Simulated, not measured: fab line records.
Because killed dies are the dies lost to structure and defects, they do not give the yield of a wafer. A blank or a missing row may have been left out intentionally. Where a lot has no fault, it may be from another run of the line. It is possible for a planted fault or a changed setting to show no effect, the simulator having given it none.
Check of tool commonality -- flow berkeley-cmos170 -- 42 wafers sampled across 14 lots

## THE REASON FOR OPENING IT
At UCB170_M1_CD_MEAS_09 the reading cd-nm is flagged on 2 of 14 lots. No-fault wafers: 700.2 nm, standard deviation 1.3.
Rule: flag the lot when none of its wafers has a number, or when each of its wafers that has one lies beyond 4 standard deviations from that mean. As for the other lots, they are considered sound.

lot,measured,on,"cd-nm (nm), wafer by wafer",flag
L530,day 7 01:47,cd-sem-01,703.5 703.6 702.6,
L532,day 7 18:10,cd-sem-01,698.9 700.6 699.5,
L531,day 7 18:41,cd-sem-01,700.6 700.3 700.4,
L533,day 8 02:40,cd-sem-01,701.6 700.4 699.7,
L534,day 8 04:06,cd-sem-01,700.3 701.0 701.2,
L535,day 8 16:04,cd-sem-01,699.1 700.3 699.5,
L537,day 8 18:10,cd-sem-02,699.8 700.2 700.4,
L540,day 9 18:57,cd-sem-02,711.6 711.6 710.9,FLAGGED
L541,day 9 19:22,cd-sem-01,699.3 697.7 698.2,
L542,day 10 05:02,cd-sem-02,711.9 711.4 712.6,FLAGGED
L546,day 10 21:26,cd-sem-02,699.5 700.4 699.4,
L547,day 10 21:50,cd-sem-01,700.9 701.7 702.2,
L548,day 10 22:28,cd-sem-01,698.2 699.8 699.4,
L552,day 11 14:43,cd-sem-02,700.8 700.5 700.4,
The numbers of the flagged lots are 711.7 nm on average: +11.5 nm against the usual, or +9 standard deviations.

## WHICH TOOL EACH LOT WENT THROUGH
4 process steps preceding the reading are held in the record, out of 331 steps in the route. In each cell: the tool, then ch and the chambers that the sampled wafers went through, then the start.
lot,flag,UCB170_ACTIVE_ETCH_15,UCB170_ACTIVE_STRIP_16,UCB170_CONTACT_STRIP_06,UCB170_M1_SOFTBAKE_05
L530,,"rie-diel-02 ch 0,2,3, day 4 11:52","plasma-asher-02 ch 0,1, day 4 11:58","plasma-asher-04 ch 0,1, day 6 22:41","litho-track-01 ch 0, day 7 01:00"
L532,,"rie-diel-01 ch 1,2,3, day 4 18:10","plasma-asher-01 ch 0,1, day 4 18:16","plasma-asher-03 ch 0,1, day 7 13:05","litho-track-04 ch 0, day 7 17:00"
L531,,"rie-diel-03 ch 1,2,3, day 4 18:26","plasma-asher-04 ch 0,1, day 4 18:32","plasma-asher-02 ch 0,1, day 7 13:05","litho-track-01 ch 0, day 7 17:00"
L533,,"rie-diel-03 ch 1,2,3, day 5 11:26","plasma-asher-04 ch 0,1, day 5 11:32","plasma-asher-04 ch 0,1, day 7 22:17","litho-track-04 ch 0, day 8 01:00"
L534,,"rie-diel-01 ch 1,2, day 5 11:08","plasma-asher-01 ch 0,1, day 5 11:16","plasma-asher-02 ch 0,1, day 7 22:35","litho-track-04 ch 0, day 8 03:00"
L535,,"rie-diel-03 ch 0,1, day 5 20:37","plasma-asher-01 ch 0,1, day 5 20:43","plasma-asher-04 ch 0,1, day 8 12:22","litho-track-01 ch 0, day 8 15:00"
L537,,"rie-diel-02 ch 1,2,3, day 6 01:04","plasma-asher-01 ch 0,1, day 6 01:10","plasma-asher-03 ch 0,1, day 8 14:09","litho-track-04 ch 0, day 8 17:00"
L540,FLAGGED,"rie-diel-02 ch 1,2,3, day 6 13:15","plasma-asher-01 ch 0,1, day 6 13:21","plasma-asher-04 ch 0,1, day 9 11:40","litho-track-01 ch 0, day 9 18:00"
L541,,"rie-diel-01 ch 0,2, day 6 13:08","plasma-asher-02 ch 0,1, day 6 13:14","plasma-asher-02 ch 0, day 9 11:40","litho-track-02 ch 0, day 9 18:00"
L542,FLAGGED,"rie-diel-01 ch 0,1,3, day 7 02:10","plasma-asher-04 ch 0,1, day 7 02:16","plasma-asher-02 ch 0,1, day 10 01:19","litho-track-01 ch 0, day 10 04:00"
L546,,"rie-diel-03 ch 1,2, day 7 12:18","plasma-asher-04 ch 0,1, day 7 12:24","plasma-asher-03 ch 0,1, day 10 14:20","litho-track-04 ch 0, day 10 19:00"
L547,,"rie-diel-02 ch 0,2,3, day 8 01:58","plasma-asher-04 ch 0,1, day 8 02:04","plasma-asher-04 ch 0,1, day 10 15:08","litho-track-02 ch 0, day 10 20:00"
L548,,"rie-diel-03 ch 0,1, day 8 01:51","plasma-asher-01 ch 1, day 8 01:57","plasma-asher-03 ch 0,1, day 10 15:31","litho-track-04 ch 0, day 10 21:00"
L552,,"rie-diel-02 ch 0,1,3, day 8 22:48","plasma-asher-02 ch 0,1, day 8 22:54","plasma-asher-04 ch 0,1, day 11 10:14","litho-track-02 ch 0, day 11 13:00"
What is done by these steps:
- UCB170_ACTIVE_ETCH_15: etches Si3N4 in CH3F/Ar/O2, stops on SiO2, target depth 242 nm, time 151 s.
- UCB170_ACTIVE_STRIP_16: strips in O2.
- UCB170_CONTACT_STRIP_06: strips in O2.
- UCB170_M1_SOFTBAKE_05: time 60 s.
- UCB170_M1_CD_MEAS_09: target cd 700 nm.

## FLAGGED AGAINST TOTAL, ONE TOOL AT A TIME (gauges that did the reading follow at the end)
step,tool,lots run,flagged,share of the flagged lots,sound lots run after its first flagged lot
UCB170_ACTIVE_ETCH_15,rie-diel-01,4,1,some,0
UCB170_ACTIVE_ETCH_15,rie-diel-02,5,1,some,"2 (L547,L552)"
UCB170_ACTIVE_ETCH_15,rie-diel-03,5,0,none,-
UCB170_ACTIVE_STRIP_16,plasma-asher-01,6,1,some,1 (L548)
UCB170_ACTIVE_STRIP_16,plasma-asher-02,3,0,none,-
UCB170_ACTIVE_STRIP_16,plasma-asher-04,5,1,some,"2 (L546,L547)"
UCB170_CONTACT_STRIP_06,plasma-asher-02,4,1,some,0
UCB170_CONTACT_STRIP_06,plasma-asher-03,4,0,none,-
UCB170_CONTACT_STRIP_06,plasma-asher-04,6,1,some,"2 (L547,L552)"
UCB170_M1_SOFTBAKE_05,litho-track-01,5,2,all,0
UCB170_M1_SOFTBAKE_05,litho-track-02,3,0,none,-
UCB170_M1_SOFTBAKE_05,litho-track-04,6,0,none,-
UCB170_M1_CD_MEAS_09,cd-sem-01,9,0,none,-
UCB170_M1_CD_MEAS_09,cd-sem-02,5,2,all,"2 (L546,L552)"

## WHAT THE TABLE PERMITS
Rows of the table that ran all the flagged lots, 2 in number: litho-track-01 at UCB170_M1_SOFTBAKE_05; cd-sem-02 at UCB170_M1_CD_MEAS_09.
- litho-track-01 at UCB170_M1_SOFTBAKE_05 ran 5 lots, 2 of them flagged. Last sound lot L535 at day 8 15:00, first flagged lot L540 at day 9 18:00; a fault beginning in between fits. Its own readings lie more than 4 standard deviations out on every wafer of the flagged lots: heater-power-total-W, plate-temp-C.
- cd-sem-02 at UCB170_M1_CD_MEAS_09 ran 5 lots, 2 of them flagged. Sound lots followed the first flagged one (L546, L552) on it, something a lasting fault affecting the whole tool could not allow.
Just one tool remains: litho-track-01 at UCB170_M1_SOFTBAKE_05.

## WHAT HAD BEEN PUT IN BY THE SIMULATOR
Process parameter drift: litho-track-01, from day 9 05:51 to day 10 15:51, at UCB170_M1_SOFTBAKE_05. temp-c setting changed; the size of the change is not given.
Lots struck among those shown: L540, L542. Same finding as the rule above.
